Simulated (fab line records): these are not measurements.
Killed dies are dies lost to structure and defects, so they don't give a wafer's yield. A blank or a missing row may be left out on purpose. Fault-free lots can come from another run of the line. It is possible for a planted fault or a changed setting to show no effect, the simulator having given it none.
fab line records -- flow rit_cmos
record: lots: 14, wafers: 42, last_day: 7
route steps=202 shown ACTIVE@4 M1@202
lots untouched by any fault: they come from a run of this same line in which no faults occurred
start_h: the number of hours between the record's first day and the start of the first shown wafer of the lot -- wait_h: time in hours since the lot's previous step -- " same as the row above -- L1.1+2: a single row standing in for several wafers -- - value missing, or start not given -- * or withheld: withheld -- < > ~ a bound
route shown NAME@n: a module of which the file shows steps, and the number in the route of the first -- usual: mean/standard deviation taken from wafers without a fault -- same: alike in all rows -- chamber/n: place in a boat -- sites: per-site readings -- _std_site: the standard deviation of these -- _edge_site: mean of outer sites minus mean of inner sites -- radius_mm: how far each site lies from the wafer's centre -- mask NAME#n: copy n -- behind: the most recent tool/chamber to have shaped the wafer -- hold: why the lot was held/for how many hours/how that ended -- device: the transistor (n, p or np) that didn't switch -- end of line: the same wafers' tests at the end of the route -- where a step has no rows: the recipe by itself -- killed: the dies lost at the first sort to structure and to defects; this is not the yield of the wafer -- map: a wafer's dies, x killed, . not, _ none there
set.NAME: the run value of the setting; set.NAME@STEP: its run value at that earlier step -- model.NAME: the simulator's own value behind a step, which no gauge read
steps of the route over a sample of lots; a table a step, a row a wafer
== steps ==
step: RIT_ACTIVE_CVD_03
recipe: material: Si3N4, target_thk_nm: 150, temp_c: 810, precursor: SiH2Cl2/NH3, time_s: 1500, pressure_mtorr: 300, sih2cl2_flow_sccm: 60, nh3_flow_sccm: 150
usual: nh3_flow_sccm: 150.1/0.42, pressure_mtorr: 300.0/0.6, sih2cl2_flow_sccm: 59.97/0.17, zone_power_centre_pct: 38/3.2
lot.wafer,tool,chamber,start_h,wait_h,nh3_flow_sccm,pressure_mtorr,sih2cl2_flow_sccm,zone_power_centre_pct
L394.4,lpcvd-02,1,12.20,0.0,149.5,300.1,60.22,36
L394.5,lpcvd-02,1,12.20,0.0,150.1,300.7,59.89,36
L394.6,lpcvd-02,1,12.20,0.0,150.2,299.8,59.97,36
L396.1,lpcvd-01,0,25.04,0.1,149.5,300.5,60.02,41
L396.5,lpcvd-01,0,25.04,0.1,149.7,300.2,60.23,41
L396.6,lpcvd-01,0,25.04,0.1,150.2,300.9,60.07,41
L398.2,lpcvd-01,0,33.25,0.0,150.6,299.9,60.13,42
L398.4,lpcvd-01,0,33.25,0.0,150.1,299.7,59.80,41
L398.5,lpcvd-01,0,33.25,0.0,150.7,299.8,59.96,42
L399.1,lpcvd-01,1,40.27,0.1,149.4,299.4,59.86,41
L399.4,lpcvd-01,1,40.27,0.1,149.1,300.0,60.19,41
L399.6,lpcvd-01,1,40.27,0.1,149.8,299.7,59.86,41
L400.1,lpcvd-01,1,43.28,0.1,149.7,299.9,60.19,41
L400.3,lpcvd-01,1,43.28,0.1,149.6,300.0,59.99,41
L400.5,lpcvd-01,1,43.28,0.1,149.7,299.9,60.05,41
L402.1,lpcvd-01,1,53.99,0.1,-,-,-,-
L402.4,lpcvd-01,1,53.99,0.1,-,-,-,-
L402.6,lpcvd-01,1,53.99,0.1,-,-,-,-
L403.3,lpcvd-02,0,57.11,0.0,-,-,-,-
L403.5,lpcvd-02,0,57.11,0.0,-,-,-,-
L403.6,lpcvd-02,0,57.11,0.0,-,-,-,-
L406.1,lpcvd-01,1,72.90,0.1,150.2,300.4,60.06,40
L406.4,lpcvd-01,1,72.90,0.1,150.7,299.8,60.02,41
L406.6,lpcvd-01,1,72.90,0.1,150.4,299.5,59.73,41
L407.2,lpcvd-02,0,78.23,0.0,149.7,299.8,60.07,34
L407.3,lpcvd-02,0,78.23,0.0,149.8,299.5,60.24,34
L407.5,lpcvd-02,0,78.23,0.0,150.2,298.9,60.05,34
L408.1,lpcvd-02,0,84.78,0.1,149.6,300.0,59.83,35
L408.5,lpcvd-02,0,84.78,0.1,149.9,300.5,60.01,34
L408.6,lpcvd-02,0,84.78,0.1,149.9,300.4,59.84,34
L409.1,lpcvd-01,0,89.90,0.1,149.8,300.1,59.95,41
L409.4,lpcvd-01,0,89.90,0.1,150.2,299.6,59.91,42
L409.5,lpcvd-01,0,89.90,0.1,149.7,300.3,60.09,43
L412.2,lpcvd-02,1,102.65,0.0,150.1,299.2,60.01,36
L412.3,lpcvd-02,1,102.65,0.0,150.2,300.2,59.99,37
L412.4,lpcvd-02,1,102.65,0.0,150.8,298.6,60.05,37
L413.1,lpcvd-01,1,108.37,0.1,150.0,301.7,60.14,40
L413.2,lpcvd-01,1,108.37,0.1,150.1,300.3,60.14,41
L413.4,lpcvd-01,1,108.37,0.1,149.7,300.6,60.25,41
L417.2,lpcvd-02,1,128.28,0.0,150.1,300.3,59.82,36
L417.3,lpcvd-02,1,128.28,0.0,149.7,299.7,59.89,37
L417.4,lpcvd-02,1,128.28,0.0,150.4,299.8,60.24,36
step: RIT_ACTIVE_CD_MEAS_90
recipe: target_cd_nm: 1400
usual: cd_nm: 1400.2/2.6
lot.wafer,tool,chamber,start_h,wait_h,cd_nm
L394.4,cd_sem-01,-,15.29,0.1,1398.8
L394.5,cd_sem-01,-,15.29,0.1,1400.9
L394.6,cd_sem-01,-,15.29,0.1,1398.3
L396.1,cd_sem-02,-,27.94,0.1,1398.7
L396.5,cd_sem-02,-,27.94,0.1,1400.6
L396.6,cd_sem-02,-,27.94,0.1,1398.1
L398.2,cd_sem-02,-,36.18,0.1,1401.4
L398.4,cd_sem-02,-,36.18,0.1,1400.8
L398.5,cd_sem-02,-,36.18,0.1,1400.8
L399.1,cd_sem-02,-,43.30,0.1,1399.1
L399.4,cd_sem-02,-,43.30,0.1,1395.9
L399.6,cd_sem-02,-,43.30,0.1,1398.1
L400.1,cd_sem-01,-,46.26,0.1,1400.4
L400.3,cd_sem-01,-,46.26,0.1,1402.4
L400.5,cd_sem-01,-,46.26,0.1,1402.3
L402.1,cd_sem-02,-,57.02,0.1,-
L402.4,cd_sem-02,-,57.02,0.1,-
L402.6,cd_sem-02,-,57.02,0.1,-
L403.3,cd_sem-01,-,60.23,0.1,-
L403.5,cd_sem-01,-,60.23,0.1,-
L403.6,cd_sem-01,-,60.23,0.1,-
L406.1,cd_sem-01,-,76.52,0.1,1399.2
L406.4,cd_sem-01,-,76.52,0.1,1401.5
L406.6,cd_sem-01,-,76.52,0.1,1398.3
L407.2,cd_sem-02,-,81.80,0.1,1401.7
L407.3,cd_sem-02,-,81.80,0.1,1404.3
L407.5,cd_sem-02,-,81.80,0.1,1403.8
L408.1,cd_sem-02,-,87.83,0.1,1398.7
L408.5,cd_sem-02,-,87.83,0.1,1398.7
L408.6,cd_sem-02,-,87.83,0.1,1396.7
L409.1,cd_sem-02,-,92.81,0.1,1403.3
L409.4,cd_sem-02,-,92.81,0.1,1404.3
L409.5,cd_sem-02,-,92.81,0.1,1403.1
L412.2,cd_sem-01,-,105.59,0.1,1405.4
L412.3,cd_sem-01,-,105.59,0.1,1404.0
L412.4,cd_sem-01,-,105.59,0.1,1405.5
L413.1,cd_sem-01,-,111.27,0.1,1398.0
L413.2,cd_sem-01,-,111.27,0.1,1398.7
L413.4,cd_sem-01,-,111.27,0.1,1399.1
L417.2,cd_sem-02,-,132.04,0.1,1397.1
L417.3,cd_sem-02,-,132.04,0.1,1396.6
L417.4,cd_sem-02,-,132.04,0.1,1396.1
step: RIT_M1_PROBE_99
usual: killed_at_front_end: 6.5/2.8, killed_dies: 6.5/2.8, killed_on_rim: 1.7/1.3, killed_open: 3.2/1.8, killed_short: 3.3/2
same: gross_dies: 264, killed_at_M0_to_M3: 0, killed_at_M4_up: 0, killed_at_back_side: 0, killed_at_contacts: 0, killed_at_other: 0
lot.wafer,tool,chamber,start_h,wait_h,killed_at_front_end,killed_dies,killed_on_rim,killed_open,killed_short
L400.1,prober-01,-,95.31,0.1,2,2,0,2,0
L400.3,prober-01,-,95.41,0.2,5,5,1,3,2
L400.5,prober-01,-,95.51,0.2,4,4,0,3,1
L402.4,prober-01,-,104.90,0.2,264,264,70,3,0
L403.3,prober-02,-,112.92,0.2,264,264,70,0,0
L403.5,prober-02,-,113.02,0.2,264,264,70,1,1
L403.6,prober-02,-,113.07,0.2,264,264,70,2,0
L406.1,prober-01,-,128.39,0.1,2,2,0,1,1
L406.4,prober-01,-,128.54,0.2,5,5,2,2,3
L406.6,prober-01,-,128.64,0.2,5,5,3,2,3
L407.2,prober-02,-,131.11,0.1,9,9,2,4,5
L407.3,prober-02,-,131.16,0.2,2,2,0,2,0
L407.5,prober-02,-,131.26,0.2,4,4,0,1,3
L408.1,prober-02,-,139.63,0.1,11,11,4,7,4
L408.5,prober-02,-,139.83,0.2,4,4,0,1,3
L408.6,prober-02,-,139.88,0.2,7,7,0,4,3
killed by level:class
L400.1 GATE:geometric_particle:open=2
L400.3 FOX1:geometric_particle:open=2 FOX1:geometric_particle:short=1 FOX2:geometric_particle:open=1 REOX:geometric_particle:short=1
L400.5 GATE:geometric_particle:open=2 FOX2:geometric_particle:short=1 SILICIDE:geometric_particle:open=1
L402.4 ACTIVE:lost_pattern=260 GATE:geometric_particle:open=1 SPACER:geometric_particle:open=1 SILICIDE:geometric_particle:open=1 ACTIVE:area_cvd=1
L403.3 ACTIVE:lost_pattern=263 ACTIVE:area_cvd=1
L403.5 ACTIVE:lost_pattern=260 ACTIVE:area_cvd=2 GATE:geometric_particle:short=1 GATE:geometric_particle:open=1
L403.6 ACTIVE:lost_pattern=260 ACTIVE:area_cvd=2 FOX1:geometric_particle:open=1 REOX:geometric_particle:open=1
L406.1 GATE:geometric_particle:open=1 GATE:geometric_particle:short=1
L406.4 FOX1:geometric_particle:short=2 FOX1:geometric_particle:open=1 GATE:geometric_particle:open=1 REOX:geometric_particle:short=1
L406.6 GATE:geometric_particle:short=1 GATE:geometric_particle:open=1 REOX:geometric_particle:short=1 REOX:geometric_particle:open=1 SILICIDE:geometric_particle:short=1
L407.2 FOX1:geometric_particle:open=3 FOX1:geometric_particle:short=3 GATE:geometric_particle:open=1 GATE:geometric_particle:short=1 SILICIDE:geometric_particle:short=1
L407.3 GATE:geometric_particle:open=1 REOX:geometric_particle:open=1
L407.5 FOX1:geometric_particle:short=2 GATE:geometric_particle:short=1 SILICIDE:geometric_particle:open=1
L408.1 GATE:geometric_particle:open=2 REOX:geometric_particle:open=2 SPACER:geometric_particle:open=2 SPACER:geometric_particle:short=2 FOX1:geometric_particle:short=1 GATE:geometric_particle:short=1 SILICIDE:geometric_particle:open=1
L408.5 FOX1:geometric_particle:short=1 FOX2:geometric_particle:short=1 REOX:geometric_particle:short=1 SILICIDE:geometric_particle:open=1
L408.6 GATE:geometric_particle:short=2 SPACER:geometric_particle:open=2 GATE:geometric_particle:open=1 REOX:geometric_particle:short=1 SILICIDE:geometric_particle:open=1
== key ==
first_sign: step: RIT_ACTIVE_CVD_03, reading: tool_record, direction: missing
effect: step: RIT_ACTIVE_CD_MEAS_90, reading: cd_nm, direction: missing
effect: step: RIT_M1_PROBE_99, reading: killed_at_front_end, direction: up, sigmas: 94, usual: 6.5, struck: 264
met_at RIT_ACTIVE_CVD_03
struck_lots L402,L403
rows_end L402.1,L402.6
later_rows_left_out L402.4,L403.3,L403.5,L403.6
tester_left_out L402,L403
onset_between 43.28 53.99
fault: kind: skipped_step_whole, tool: lpcvd-01,lpcvd-02, chamber: -, onset_h: 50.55, steps: RIT_ACTIVE_CVD_03, scope: struck_lots_only
tester_left_out: of these lots the tester's yield and bins aren't shown, on N5 and GAA mostly nor the transistor test; their killed dies are dies lost to structure and defects alone, not to doping, threshold or leakage, so they don't give the yield
later_rows_left_out: the simulator's readings of these wafers behind a module that went badly wrong aren't trusted and aren't shown, but for the sort
rows_end: these wafers met a further fault down the route, and their rows from its step on are left out
